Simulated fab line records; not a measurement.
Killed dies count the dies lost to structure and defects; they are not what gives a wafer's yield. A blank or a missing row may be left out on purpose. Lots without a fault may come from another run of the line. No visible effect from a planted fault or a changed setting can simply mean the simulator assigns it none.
fab line records -- flow ritCmos
record lots=6, wafers=18, lastDay=7
route steps=202 shown CONTACT@172 M1@184
lots untouched by any fault: they come from a run of this same line in which no faults occurred
startH: hours from the record's opening day to when the first of the lot's shown wafers began -- waitH: hours from the lot's prior step to this one -- " as in the row above -- L1.1+2: several wafers, shown together as one row -- - no value, or no start given -- * or withheld: withheld -- < > ~ a bound
route shown NAME@n: a module of which the file shows steps, and the number in the route of the first -- usual: mean/standard deviation taken from wafers without a fault -- same: alike in all rows -- chamber/n: place in a boat -- sites: readings site by site -- _std_site: how widely they spread, as a standard deviation -- _edge_site: mean of outer sites minus mean of inner sites -- radiusMm: how far each site lies from the wafer's centre -- mask NAME#n: copy n -- behind: the tool/chamber that last shaped the wafer -- hold: what put the lot on hold/how long, in hours/how the hold closed -- device: whichever transistor did not switch (one of n, p or np) -- end of line: at the end of the route, the tests of the same wafers -- step lacking rows: just its recipe -- killed: not the wafer's yield, but the dies lost to structure and defects at the first sort -- map: a wafer's dies, x killed, . not, _ none there
set.NAME: the setting the step ran with; set.NAME@STEP: the setting that earlier step ran with -- model.NAME: the simulator's own value behind a step, which no gauge read
lots at selected steps of the route; one table per step, one row per wafer
services: from which hour (startH, from the record's first day; less than 0 if before it) a tool's chamber was out of use, for how many hours, and why
## steps
# step RIT_CONTACT_SOFTBAKE_04
# recipe resist=NOVOLAK, tempC=90, timeS=60
# step RIT_CONTACT_EXPOSE_05
# recipe maskId=M11, na=0.6, sourceShape=conventional, sigmaOuter=0.5, targetCdNm=1000, doseMj=250
# step RIT_CONTACT_PEB_06
# recipe resist=NOVOLAK, tempC=withheld, timeS=withheld
# step RIT_CONTACT_DEVELOP_07
# recipe resist=NOVOLAK, developTimeS=120, devTempC=23
# step RIT_CONTACT_CD_MEAS_08
# recipe targetCdNm=1000
# usual cdNm=1000.0/2.1
lot.wafer,tool,chamber,startH,waitH,cdNm
L875.4,cdSem-01,-,62.20,-,1001.6
L875.5,cdSem-01,-,62.20,-,1002.9
L875.6,cdSem-01,-,62.20,-,1001.6
L878.1,cdSem-01,-,76.03,-,998.2
L878.3,cdSem-01,-,76.03,-,998.1
L878.6,cdSem-01,-,76.03,-,1000.3
L886.1,cdSem-02,-,116.55,-,1004.0
L886.4,cdSem-02,-,116.55,-,1002.8
L886.5,cdSem-02,-,116.55,-,1001.4
L888.1,cdSem-01,-,127.16,-,998.7
L888.3,cdSem-01,-,127.16,-,1000.5
L888.5,cdSem-01,-,127.16,-,998.8
L889.1,cdSem-01,-,131.84,-,996.5
L889.2,cdSem-01,-,131.84,-,995.8
L889.5,cdSem-01,-,131.84,-,996.5
L895.2,cdSem-01,-,161.25,-,1001.1
L895.5,cdSem-01,-,161.25,-,1000.4
L895.6,cdSem-01,-,161.25,-,998.3
# step RIT_CONTACT_OVL_MEAS_09
# usual CONTACT_OVL=-1.9/1.5
lot.wafer,tool,chamber,startH,waitH,CONTACT_OVL[nm]
L875.4,overlay-01,-,62.28,0.1,-2.2
L875.5,overlay-01,-,62.28,0.1,-1.7
L875.6,overlay-01,-,62.28,0.1,-1.5
L878.1,overlay-02,-,76.15,0.1,-2.3
L878.3,overlay-02,-,76.15,0.1,-3.7
L878.6,overlay-02,-,76.15,0.1,-3.1
L886.1,overlay-02,-,116.67,0.1,-2.8
L886.4,overlay-02,-,116.67,0.1,-2.6
L886.5,overlay-02,-,116.67,0.1,-3.7
L888.1,overlay-02,-,127.28,0.1,-1.3
L888.3,overlay-02,-,127.28,0.1,-1.0
L888.5,overlay-02,-,127.28,0.1,-2.4
L889.1,overlay-02,-,131.96,0.1,-0.8
L889.2,overlay-02,-,131.96,0.1,-0.2
L889.5,overlay-02,-,131.96,0.1,0.2
L895.2,overlay-01,-,161.35,0.1,-2.6
L895.5,overlay-01,-,161.35,0.1,-1.1
L895.6,overlay-01,-,161.35,0.1,-1.1
# step RIT_CONTACT_HARDBAKE_10
# recipe resist=NOVOLAK, tempC=140, timeS=60
# step RIT_CONTACT_ETCH_11
# recipe targetDepthA=4800, overEtchFrac=0.2, stopOn=TiSi2, chemistry=CHF3/CF4/Ar, target=SiO2, CHF3_flow_sccm=50, cf4FlowSccm=10, Ar_flow_sccm=100, O2_flow_sccm=5, pressureMtorr=100, rfW=200, timeS=320
# usual drypumpMotorCurrentA=5.9/0.45, oesProductAu=0.985/0.016, throttleValvePct=8.82/0.1
lot.wafer,tool,chamber,startH,waitH,drypumpMotorCurrentA,oesProductAu,rfHoursCounterH,throttleValvePct
L875.4,rieDiel-04,1,62.55,0.1,5.3,0.990,-,8.76
L875.5,rieDiel-04,3,62.55,0.1,6.1,0.997,-,8.81
L875.6,rieDiel-04,2,62.55,0.1,6.6,0.991,-,8.72
L878.1,rieDiel-04,1,76.34,0.1,5.4,0.995,58,8.77
L878.3,rieDiel-04,3,76.34,0.1,6.1,0.986,136,8.80
L878.6,rieDiel-04,2,76.34,0.1,6.6,0.978,-,8.71
L886.1,rieDiel-01,1,117.01,0.1,5.7,1.005,6,8.80
L886.4,rieDiel-01,2,117.01,0.1,5.5,1.004,8,8.76
L886.5,rieDiel-01,3,117.01,0.1,5.1,0.961,-,8.92
L888.1,rieDiel-03,3,127.47,0.1,6.2,0.969,139,9.02
L888.3,rieDiel-03,0,127.47,0.1,6.1,0.957,13,8.90
L888.5,rieDiel-03,0,127.47,0.1,6.1,0.969,-,8.91
L889.1,rieDiel-03,1,132.15,0.1,6.4,0.989,4,8.80
L889.2,rieDiel-03,0,132.15,0.1,6.1,0.957,13,8.90
L889.5,rieDiel-03,1,132.15,0.1,6.4,0.985,-,8.81
L895.2,rieDiel-04,1,161.61,0.1,5.4,0.986,60,8.77
L895.5,rieDiel-04,3,161.61,0.1,6.1,0.989,-,8.81
L895.6,rieDiel-04,2,161.61,0.1,6.6,0.993,-,8.73
# step RIT_CONTACT_STRIP_12
# recipe chemistry=O2, timeS=180, resist=NOVOLAK, platenTempC=withheld, powerW=500, pressureMtorr=4000, o2FlowSccm=4000
# usual drypumpMotorCurrentA=5.5/0.58
lot.wafer,tool,chamber,startH,waitH,drypumpMotorCurrentA,rfHoursCounterH
L875.4,plasmaAsher-02,1,62.70,0.1,6.6,-
L875.5,plasmaAsher-02,0,62.70,0.1,5.3,-
L875.6,plasmaAsher-02,1,62.70,0.1,6.6,-
L878.1,plasmaAsher-04,1,76.54,0.1,4.7,30
L878.3,plasmaAsher-04,1,76.54,0.1,4.7,-
L878.6,plasmaAsher-04,1,76.54,0.1,4.7,-
L886.1,plasmaAsher-01,1,117.20,0.1,5.3,47
L886.4,plasmaAsher-01,1,117.20,0.1,5.3,-
L886.5,plasmaAsher-01,0,117.20,0.1,5.2,-
L888.1,plasmaAsher-02,1,127.67,0.1,6.6,49
L888.3,plasmaAsher-02,0,127.67,0.1,5.2,-
L888.5,plasmaAsher-02,0,127.67,0.1,5.3,-
L889.1,plasmaAsher-02,0,132.34,0.1,5.3,50
L889.2,plasmaAsher-02,1,132.34,0.1,6.6,50
L889.5,plasmaAsher-02,0,132.34,0.1,5.3,-
L895.2,plasmaAsher-01,0,161.80,0.1,5.2,52
L895.5,plasmaAsher-01,0,161.80,0.1,5.3,-
L895.6,plasmaAsher-01,1,161.80,0.1,5.3,-
# step RIT_CONTACT_CD_MEAS_90
# recipe targetCdNm=1000
# usual cdNm=1000.0/2.1
lot.wafer,tool,chamber,startH,waitH,cdNm
L875.4,cdSem-02,-,62.88,0.1,1001.7
L875.5,cdSem-02,-,62.88,0.1,1002.7
L875.6,cdSem-02,-,62.88,0.1,1001.2
L878.1,cdSem-02,-,76.71,0.1,997.6
L878.3,cdSem-02,-,76.71,0.1,998.2
L878.6,cdSem-02,-,76.71,0.1,999.9
L886.1,cdSem-01,-,117.38,0.1,1002.6
L886.4,cdSem-01,-,117.38,0.1,1002.9
L886.5,cdSem-01,-,117.38,0.1,1001.2
L888.1,cdSem-01,-,127.84,0.1,998.0
L888.3,cdSem-01,-,127.84,0.1,1000.8
L888.5,cdSem-01,-,127.84,0.1,998.6
L889.1,cdSem-01,-,132.52,0.1,997.3
L889.2,cdSem-01,-,132.52,0.1,995.4
L889.5,cdSem-01,-,132.52,0.1,996.2
L895.2,cdSem-02,-,162.00,0.1,1001.0
L895.5,cdSem-02,-,162.00,0.1,1000.4
L895.6,cdSem-02,-,162.00,0.1,997.8
# step RIT_CONTACT_CLEAN_13
# recipe chemistry=SC1, mix=3:3:50, timeS=600, tempC=75
# step RIT_CONTACT_CLEAN_14
# recipe chemistry=SC2, mix=3:3:50, timeS=600, tempC=75, dry=n2Spin
# step RIT_M1_SPUTTER_00
# recipe material=Al, targetThkNm=400, powerW=2000, chamberPressurePa=0.4, gas=Ar, timeS=500, substrateTempC=25
# usual chamberPressurePa=0.4000/0.00078, throttleValvePct=30.9/1.1
lot.wafer,tool,chamber,startH,waitH,chamberPressurePa,throttleValvePct
L875.4,pvdSputter-01,-,63.29,0.0,0.4010,29.6
L875.5,pvdSputter-01,-,63.29,0.0,0.4005,29.7
L875.6,pvdSputter-01,-,63.29,0.0,0.4015,30.3
L878.1,pvdSputter-04,-,77.20,0.0,0.4003,32.6
L878.3,pvdSputter-04,-,77.20,0.0,0.3990,30.5
L878.6,pvdSputter-04,-,77.20,0.0,0.3998,30.0
L886.1,pvdSputter-02,-,117.85,0.0,0.4014,30.6
L886.4,pvdSputter-02,-,117.85,0.0,0.4002,30.7
L886.5,pvdSputter-02,-,117.85,0.0,0.4000,30.8
L888.1,pvdSputter-02,-,128.31,0.0,0.3995,30.7
L888.3,pvdSputter-02,-,128.31,0.0,0.3986,31.1
L888.5,pvdSputter-02,-,128.31,0.0,0.3997,31.2
L889.1,pvdSputter-04,-,133.00,0.0,0.4005,32.8
L889.2,pvdSputter-04,-,133.00,0.0,0.3995,30.4
L889.5,pvdSputter-04,-,133.00,0.0,0.4002,32.5
L895.2,pvdSputter-04,-,162.48,0.0,0.4014,31.2
L895.5,pvdSputter-04,-,162.48,0.0,0.3991,30.1
L895.6,pvdSputter-04,-,162.48,0.0,0.4003,32.4
# step RIT_M1_RS_MEAS_01
# recipe thkMeasGauge=four-point-probe, reads=Al_of_M1_SPUTTER_00
# usual M1_AL_RS=0.0731/0.00071
lot.wafer,tool,chamber,startH,waitH,M1_AL_RS[ohm/sq]
L875.4,filmMetro-04,-,63.65,0.2,0.0744
L875.5,filmMetro-04,-,63.65,0.2,0.0743
L875.6,filmMetro-04,-,63.65,0.2,0.0732
L878.1,filmMetro-04,-,77.49,0.1,0.0744
L878.3,filmMetro-04,-,77.49,0.1,0.0742
L878.6,filmMetro-04,-,77.49,0.1,0.0739
L886.1,filmMetro-04,-,118.14,0.1,0.0740
L886.4,filmMetro-04,-,118.14,0.1,0.0733
L886.5,filmMetro-04,-,118.14,0.1,0.0729
L888.1,filmMetro-02,-,128.60,0.1,0.0723
L888.3,filmMetro-02,-,128.60,0.1,0.0727
L888.5,filmMetro-02,-,128.60,0.1,0.0724
L889.1,filmMetro-04,-,133.30,0.1,0.0715
L889.2,filmMetro-04,-,133.30,0.1,0.0723
L889.5,filmMetro-04,-,133.30,0.1,0.0719
L895.2,filmMetro-04,-,162.80,0.2,0.0728
L895.5,filmMetro-04,-,162.80,0.2,0.0736
L895.6,filmMetro-04,-,162.80,0.2,0.0729
# step RIT_M1_THK_MEAS_02
# recipe thkMeasGauge=xrf, reads=Al_of_M1_SPUTTER_00
# usual M1_AL_THK=404/3.9
lot.wafer,tool,chamber,startH,waitH,M1_AL_THK[nm]
L875.4,filmMetro-04,-,63.74,0.1,396
L875.5,filmMetro-04,-,63.74,0.1,397
L875.6,filmMetro-04,-,63.74,0.1,407
L878.1,filmMetro-04,-,77.61,0.1,397
L878.3,filmMetro-04,-,77.61,0.1,400
L878.6,filmMetro-04,-,77.61,0.1,402
L886.1,filmMetro-04,-,118.26,0.1,400
L886.4,filmMetro-04,-,118.26,0.1,404
L886.5,filmMetro-04,-,118.26,0.1,406
L888.1,filmMetro-02,-,128.72,0.1,407
L888.3,filmMetro-02,-,128.72,0.1,410
L888.5,filmMetro-02,-,128.72,0.1,410
L889.1,filmMetro-04,-,133.42,0.1,411
L889.2,filmMetro-04,-,133.42,0.1,409
L889.5,filmMetro-04,-,133.42,0.1,411
L895.2,filmMetro-04,-,162.91,0.1,406
L895.5,filmMetro-04,-,162.91,0.1,403
L895.6,filmMetro-04,-,162.91,0.1,404
# step RIT_M1_HMDS_03
# recipe primeTimeS=60, primeTempC=140
# step RIT_M1_COAT_04
# recipe resist=NOVOLAK, spinRpm=2000, resistThkNm=1300
# step RIT_M1_SOFTBAKE_05
# recipe resist=NOVOLAK, tempC=90, timeS=60
# step RIT_M1_EXPOSE_06
# recipe maskId=M12, na=0.6, sourceShape=conventional, sigmaOuter=0.5, targetCdNm=2600, doseMj=250
# step RIT_M1_PEB_07
# recipe resist=NOVOLAK, tempC=withheld, timeS=withheld
# step RIT_M1_DEVELOP_08
# recipe resist=NOVOLAK, developTimeS=68, devTempC=23
# step RIT_M1_CD_MEAS_09
# recipe targetCdNm=2600
# usual cdNm=2599.6/2
lot.wafer,tool,chamber,startH,waitH,cdNm
L875.4,cdSem-02,-,65.00,-,2600.9
L875.5,cdSem-02,-,65.00,-,2600.0
L875.6,cdSem-02,-,65.00,-,2600.6
L878.1,cdSem-01,-,78.55,-,2597.6
L878.3,cdSem-01,-,78.55,-,2598.9
L878.6,cdSem-01,-,78.55,-,2599.6
L886.1,cdSem-02,-,119.20,-,2599.3
L886.4,cdSem-02,-,119.20,-,2599.6
L886.5,cdSem-02,-,119.20,-,2599.7
L888.1,cdSem-01,-,129.71,-,2599.6
L888.3,cdSem-01,-,129.71,-,2600.1
L888.5,cdSem-01,-,129.71,-,2598.5
L889.1,cdSem-01,-,134.48,-,2597.6
L889.2,cdSem-01,-,134.48,-,2598.9
L889.5,cdSem-01,-,134.48,-,2598.3
L895.2,cdSem-01,-,163.86,-,2601.3
L895.5,cdSem-01,-,163.86,-,2599.6
L895.6,cdSem-01,-,163.86,-,2601.0
# step RIT_M1_OVL_MEAS_10
# usual M1_OVL=1.5/1.2
lot.wafer,tool,chamber,startH,waitH,M1_OVL[nm]
L875.4,overlay-01,-,65.08,0.1,1.2
L875.5,overlay-01,-,65.08,0.1,2.1
L875.6,overlay-01,-,65.08,0.1,2.8
L878.1,overlay-01,-,78.67,0.1,0.7
L878.3,overlay-01,-,78.67,0.1,2.2
L878.6,overlay-01,-,78.67,0.1,0.5
L886.1,overlay-01,-,119.32,0.1,2.1
L886.4,overlay-01,-,119.32,0.1,2.3
L886.5,overlay-01,-,119.32,0.1,1.4
L888.1,overlay-02,-,129.83,0.1,1.6
L888.3,overlay-02,-,129.83,0.1,1.7
L888.5,overlay-02,-,129.83,0.1,1.3
L889.1,overlay-02,-,134.60,0.1,0.3
L889.2,overlay-02,-,134.60,0.1,0.0
L889.5,overlay-02,-,134.60,0.1,0.0
L895.2,overlay-02,-,163.96,0.1,1.3
L895.5,overlay-02,-,163.96,0.1,1.2
L895.6,overlay-02,-,163.96,0.1,1.0
# step RIT_M1_HARDBAKE_11
# recipe resist=NOVOLAK, tempC=140, timeS=120
# step RIT_M1_METAL_ETCH_12
# recipe stopOn=SiO2, chemistry=Cl2/BCl3, target=Al, timeS=165, overEtchFrac=0.5, pressureMtorr=100, targetDepthA=6000, rfW=250, Cl2_flow_sccm=60, bcl3FlowSccm=50
# usual drypumpMotorCurrentA=5.9/0.35, oesProductAu=0.778/0.0075, throttleValvePct=8.33/0.1
lot.wafer,tool,chamber,startH,waitH,drypumpMotorCurrentA,oesProductAu,rfHoursCounterH,throttleValvePct
L875.4,rieMetal-03,1,65.41,0.1,6.3,0.768,-,8.22
L875.5,rieMetal-03,1,65.41,0.1,6.3,0.763,-,8.22
L875.6,rieMetal-03,0,65.41,0.1,5.7,0.779,-,8.19
L878.1,rieMetal-03,0,78.96,0.2,5.7,0.764,38,8.21
L878.3,rieMetal-03,0,78.96,0.2,5.7,0.775,-,8.19
L878.6,rieMetal-03,1,78.96,0.2,6.2,0.779,-,8.23
L886.1,rieMetal-04,0,119.61,0.2,5.2,0.768,4,8.32
L886.4,rieMetal-04,1,119.61,0.2,6.3,0.785,-,8.36
L886.5,rieMetal-04,1,119.61,0.2,6.3,0.780,-,8.37
L888.1,rieMetal-02,0,130.12,0.2,5.7,0.783,3,8.51
L888.3,rieMetal-02,0,130.12,0.2,5.7,0.790,-,8.51
L888.5,rieMetal-02,0,130.12,0.2,5.7,0.782,-,8.49
L889.1,rieMetal-03,1,134.89,0.2,6.3,0.781,33,8.21
L889.2,rieMetal-03,0,134.89,0.2,5.7,0.778,39,8.20
L889.5,rieMetal-03,0,134.89,0.2,5.7,0.784,-,8.20
L895.2,rieMetal-04,1,164.24,0.2,6.2,0.797,5,8.36
L895.5,rieMetal-04,1,164.24,0.2,6.2,0.779,-,8.36
L895.6,rieMetal-04,0,164.24,0.2,5.2,0.773,-,8.35
# step RIT_M1_STRIP_13
# recipe chemistry=nmp, resist=NOVOLAK, tempC=80, timeS=600, dry=n2Spin
# step RIT_M1_STRIP_14
# recipe chemistry=O2, timeS=180, platenTempC=withheld, powerW=500, pressureMtorr=4000, o2FlowSccm=4000
# usual drypumpMotorCurrentA=5.3/0.35
lot.wafer,tool,chamber,startH,waitH,drypumpMotorCurrentA,rfHoursCounterH
L875.4,plasmaAsher-04,0,65.75,0.1,5.7,-
L875.5,plasmaAsher-04,1,65.75,0.1,4.7,-
L875.6,plasmaAsher-04,0,65.75,0.1,5.7,-
L878.1,plasmaAsher-04,1,79.29,0.0,4.7,30
L878.3,plasmaAsher-04,0,79.29,0.0,5.7,-
L878.6,plasmaAsher-04,1,79.29,0.0,4.7,-
L886.1,plasmaAsher-04,0,119.95,0.0,5.7,35
L886.4,plasmaAsher-04,1,119.95,0.0,4.7,-
L886.5,plasmaAsher-04,0,119.95,0.0,5.7,-
L888.1,plasmaAsher-04,1,130.46,0.0,4.7,36
L888.3,plasmaAsher-04,1,130.46,0.0,4.7,-
L888.5,plasmaAsher-04,0,130.46,0.0,5.7,-
L889.1,plasmaAsher-01,0,135.23,0.0,5.2,49
L889.2,plasmaAsher-01,1,135.23,0.0,5.3,49
L889.5,plasmaAsher-01,1,135.23,0.0,5.3,-
L895.2,plasmaAsher-03,0,164.60,0.0,5.6,3
L895.5,plasmaAsher-03,1,164.60,0.0,5.6,-
L895.6,plasmaAsher-03,0,164.60,0.0,5.6,-
# step RIT_M1_CD_MEAS_90
# recipe targetCdNm=2600
# usual cdNm=2599.8/2.4
lot.wafer,tool,chamber,startH,waitH,cdNm
L875.4,cdSem-02,-,65.92,0.1,2603.4
L875.5,cdSem-02,-,65.92,0.1,2601.1
L875.6,cdSem-02,-,65.92,0.1,2598.5
L878.1,cdSem-02,-,79.47,0.1,2598.2
L878.3,cdSem-02,-,79.47,0.1,2597.9
L878.6,cdSem-02,-,79.47,0.1,2603.9
L886.1,cdSem-02,-,120.12,0.1,2598.3
L886.4,cdSem-02,-,120.12,0.1,2598.4
L886.5,cdSem-02,-,120.12,0.1,2597.6
L888.1,cdSem-01,-,130.63,0.1,2596.9
L888.3,cdSem-01,-,130.63,0.1,2598.6
L888.5,cdSem-01,-,130.63,0.1,2596.2
L889.1,cdSem-01,-,135.40,0.1,2601.0
L889.2,cdSem-01,-,135.40,0.1,2598.6
L889.5,cdSem-01,-,135.40,0.1,2598.5
L895.2,cdSem-01,-,164.79,0.1,2603.0
L895.5,cdSem-01,-,164.79,0.1,2600.9
L895.6,cdSem-01,-,164.79,0.1,2601.3
# step RIT_M1_ANNEAL_15
# recipe tempC=450, timeS=1800, ambient=forming_gas_H2N2
# step RIT_M1_BOW_MEAS_16
# recipe mode=bow
# usual M1_BOW=15/6
lot.wafer,tool,chamber,startH,waitH,M1_BOW[um]
L875.4,filmMetro-04,-,67.54,0.1,16
L875.5,filmMetro-04,-,67.54,0.1,6
L875.6,filmMetro-04,-,67.54,0.1,8
L878.1,filmMetro-04,-,81.09,0.0,13
L878.3,filmMetro-04,-,81.09,0.0,12
L878.6,filmMetro-04,-,81.09,0.0,17
L886.1,filmMetro-01,-,121.74,0.0,12
L886.4,filmMetro-01,-,121.74,0.0,6
L886.5,filmMetro-01,-,121.74,0.0,22
L888.1,filmMetro-02,-,132.25,0.0,12
L888.3,filmMetro-02,-,132.25,0.0,17
L888.5,filmMetro-02,-,132.25,0.0,12
L889.1,filmMetro-04,-,137.02,0.0,11
L889.2,filmMetro-04,-,137.02,0.0,17
L889.5,filmMetro-04,-,137.02,0.0,7
L895.2,filmMetro-02,-,166.41,0.0,18
L895.5,filmMetro-02,-,166.41,0.0,11
L895.6,filmMetro-02,-,166.41,0.0,15
# step RIT_M1_PROBE_99
# usual defectLimitedYield=97.3/1.3, killed_at_M0_to_M3=0.0/0.14, killedAtContacts=0.1/0.36, killedAtFrontEnd=7/3.4, killedDies=7/3.4, killedOnRim=2.0/1.5, killedOpen=3.3/2, killedShort=3.8/2.4, sort_bin_3_pad_short=0.1/0.24, sort_bin_5_function=1.5/0.86, sort_bin_6_memory=1.0/0.74, sortNPass=257/3.4, sortYieldPct=97.3/1.3
# same grossDies=264, killed_at_M4_up=0, killedAtBackSide=0, killedAtOther=0
lot.wafer,tool,chamber,startH,waitH,defectLimitedYield[%],killed_at_M0_to_M3,killedAtContacts,killedAtFrontEnd,killedDies,killedOnRim,killedOpen,killedShort,sort_bin_3_pad_short[%],sort_bin_5_function[%],sort_bin_6_memory[%],sortNPass,sortYieldPct[%],model.etest.tester.sortNPass,model.etest.tester.sortYieldPct,model.etest.tester.sort_bin_5_pct,model.etest.tester.sort_bin_3_pct
L875.4,prober-02,-,67.75,0.2,97.7,0,0,6,6,1,3,3,0.4,1.1,0.8,258,97.7,258,97.73,1.136,0.3788
L875.5,prober-02,-,67.80,0.2,97.7,0,0,6,6,1,3,3,0,1.5,0.8,258,97.7,258,97.73,1.515,0
L875.6,prober-02,-,67.85,0.2,99.2,0,0,2,2,1,1,1,0,0.8,0,262,99.2,262,99.24,0.7576,0
L878.1,prober-01,-,81.21,0.1,97.0,0,0,8,8,1,5,3,0,1.1,1.9,256,97.0,256,96.97,1.136,0
L878.3,prober-01,-,81.31,0.2,98.1,0,0,5,5,1,3,2,0.4,1.1,0.4,259,98.1,259,98.11,1.136,0.3788
L878.6,prober-01,-,81.46,0.2,98.1,0,0,5,5,2,1,2,0,1.1,0.8,259,98.1,259,98.11,1.136,0
L886.1,prober-01,-,121.86,0.1,99.2,0,0,2,2,0,2,0,0,0.4,0.4,262,99.2,262,99.24,0.3788,0
L886.4,prober-01,-,122.01,0.2,96.6,0,1,8,9,1,3,6,0,1.5,1.9,255,96.6,255,96.59,1.515,0
L886.5,prober-01,-,122.06,0.2,83.7,32,0,11,43,7,4,7,4.2,10.6,1.5,221,83.7,221,83.71,10.61,4.167
L888.1,prober-01,-,132.37,0.1,82.2,39,0,8,47,11,1,7,3.8,11.0,3.0,217,82.2,217,82.2,10.98,3.788
L888.3,prober-01,-,132.47,0.2,97.7,0,0,6,6,0,4,2,0,1.5,0.8,258,97.7,258,97.73,1.515,0
L888.5,prober-01,-,132.57,0.2,93.2,0,1,17,18,4,8,9,0.4,3.4,3.0,246,93.2,246,93.18,3.409,0.3788
L889.1,prober-02,-,137.14,0.1,98.1,0,0,5,5,2,2,3,0,1.1,0.8,259,98.1,259,98.11,1.136,0
L889.2,prober-02,-,137.19,0.1,97.0,1,0,7,8,2,4,3,0,1.1,1.9,256,97.0,256,96.97,1.136,0
L889.5,prober-02,-,137.34,0.2,97.3,0,0,7,7,1,7,0,0.4,1.5,0.8,257,97.3,257,97.35,1.515,0.3788
L895.2,prober-02,-,166.56,0.1,97.3,0,0,7,7,1,5,2,0,0.8,1.9,257,97.3,257,97.35,0.7576,0
L895.5,prober-02,-,166.71,0.2,98.1,0,0,5,5,1,4,1,0,1.9,0,259,98.1,259,98.11,1.894,0
L895.6,prober-02,-,166.76,0.2,98.9,0,0,3,3,1,0,3,0,0,1.1,261,98.9,261,98.86,0,0
# killed by level:class
L875.4 SILICIDE:geometricParticle:short=2 SILICIDE:geometricParticle:open=2 GATE:geometricParticle:short=1 SPACER:geometricParticle:open=1
L875.5 GATE:geometricParticle:short=3 FOX2:geometricParticle:open=1 REOX:geometricParticle:open=1 SPACER:geometricParticle:open=1
L875.6 GATE:geometricParticle:short=1 SILICIDE:geometricParticle:open=1
L878.1 FOX1:geometricParticle:open=2 FOX1:geometricParticle:short=1 FOX2:geometricParticle:open=1 GATE:geometricParticle:open=1 REOX:geometricParticle:short=1 SPACER:geometricParticle:open=1 SILICIDE:geometricParticle:short=1
L878.3 GATE:geometricParticle:open=3 GATE:geometricParticle:short=2
L878.6 NSD:coatMicrobubblePrinted=2 REOX:geometricParticle:short=1 SPACER:geometricParticle:open=1 SPACER:geometricParticle:short=1
L886.1 GATE:geometricParticle:open=1 SPACER:geometricParticle:open=1
L886.4 SILICIDE:geometricParticle:short=3 GATE:geometricParticle:open=2 FOX1:geometricParticle:open=1 GATE:geometricParticle:short=1 REOX:geometricParticle:short=1 CONTACT:geometricParticle:short=1
L886.5 M1:unspecified=32 GATE:geometricParticle:short=2 SPACER:geometricParticle:open=2 FOX1:geometricParticle:short=1 FOX2:geometricParticle:open=1 FOX2:geometricParticle:short=1 REOX:geometricParticle:short=1 REOX:geometricParticle:open=1
L888.1 M1:unspecified=39 REOX:geometricParticle:short=3 GATE:geometricParticle:short=2 FOX1:geometricParticle:short=1 REOX:geometricParticle:open=1 SILICIDE:geometricParticle:short=1
L888.3 FOX1:geometricParticle:short=2 SILICIDE:geometricParticle:open=2 FOX1:geometricParticle:open=1 GATE:geometricParticle:open=1
L888.5 GATE:geometricParticle:short=5 GATE:geometricParticle:open=3 REOX:geometricParticle:short=2 SPACER:geometricParticle:open=2 FOX2:geometricParticle:open=1 REOX:geometricParticle:open=1 SPACER:geometricParticle:short=1 SILICIDE:geometricParticle:open=1
L889.1 GATE:geometricParticle:open=2 GATE:geometricParticle:short=1 SPACER:geometricParticle:short=1 SILICIDE:geometricParticle:short=1
L889.2 SPACER:geometricParticle:open=2 SPACER:geometricParticle:short=2 FOX1:geometricParticle:short=1 GATE:geometricParticle:open=1 REOX:geometricParticle:open=1 M1:coatMicrobubblePrinted=1
L889.5 GATE:geometricParticle:open=4 SILICIDE:geometricParticle:open=2 REOX:geometricParticle:open=1
L895.2 FOX1:geometricParticle:open=2 FOX1:geometricParticle:short=1 GATE:geometricParticle:open=1 SPACER:geometricParticle:open=1 SILICIDE:geometricParticle:short=1 SILICIDE:geometricParticle:open=1
L895.5 REOX:geometricParticle:open=2 FOX1:geometricParticle:open=1 FOX2:geometricParticle:open=1 SILICIDE:geometricParticle:short=1
L895.6 FOX2:geometricParticle:short=1 REOX:geometricParticle:short=1 SILICIDE:geometricParticle:short=1
# map L886.5 (x killed, . not)
________......._______
_____...........x.____
____xxxxxx........x___
___.xxxxxx..........__
__.xxxxxxx..x........_
__..xxxxxxx.........._
_...xxxxx.............
_.....x.............x.
_...........x.x.......
_..................x..
__..........x........_
__..................._
___.................__
____.x..x..........___
_____....x........____
________......._______
# map L888.1 (x killed, . not)
________......._______
_____.x...........____
____.xxx.x.........___
___xxxxxxx.........x__
__xxxxxxxx..........._
__xxxxxxxx..........._
_..xxxxxx.x.....x.....
_...xx..x.............
_.....x...............
_.........x...........
__.x................._
__.................xx_
___x...x............__
____...............___
_____.............____
________......._______
## services
tool,chamber,startH,hours,kind
plasmaAsher-01,-,53.02,4.2,repair
pvdSputter-01,-,54.37,4.9,repair
rieDiel-03,3,55.28,1.9,repair
rieDiel-01,2,57.08,3.8,repair
rieDiel-03,2,70.65,23.3,repair
pvdSputter-02,-,87.69,9.4,repair
plasmaAsher-03,-,108.75,9.0,pm
plasmaAsher-03,0,108.75,9.0,ventCycle
plasmaAsher-03,1,108.75,9.0,ventCycle
rieDiel-04,0,112.06,-,clean
rieDiel-04,0,112.06,14.5,scheduledDown
rieDiel-04,0,112.06,14.5,ventCycle
plasmaAsher-03,0,117.75,-,clean
rieMetal-04,-,132.13,15.6,pm
rieMetal-03,-,136.12,20.0,pm
rieMetal-03,0,136.12,20.0,ventCycle
rieMetal-03,1,136.12,20.0,ventCycle
plasmaAsher-03,-,137.99,23.6,repair
rieDiel-04,0,139.15,9.6,repair
rieMetal-03,0,144.06,9.5,repair
rieDiel-01,-,146.37,2.8,pm
rieDiel-03,2,152.15,4.2,repair
rieMetal-03,0,156.12,-,clean
rieMetal-03,1,156.12,-,clean
## key
firstSign step=RIT_M1_PROBE_99, reading=killed_at_M0_to_M3, direction=up, sigmas=35, usual=0.0, struck=35.5
effect step=RIT_M1_PROBE_99, reading=killedDies, direction=up, sigmas=11, usual=7, struck=45
modelEffect step=RIT_M1_PROBE_99, value=etest.tester.sortNPass, without=252.5, struck=219
metAt RIT_M1_SPUTTER_00
struckWafers L886.5,L888.1
fault kind=chamberParticleSource, tool=pvdSputter-02, chamber=-, onsetH=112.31, steps=RIT_M1_SPUTTER_00, ratePerVisitCm2=1.8439, endH=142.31, scope=struckWafersOnly
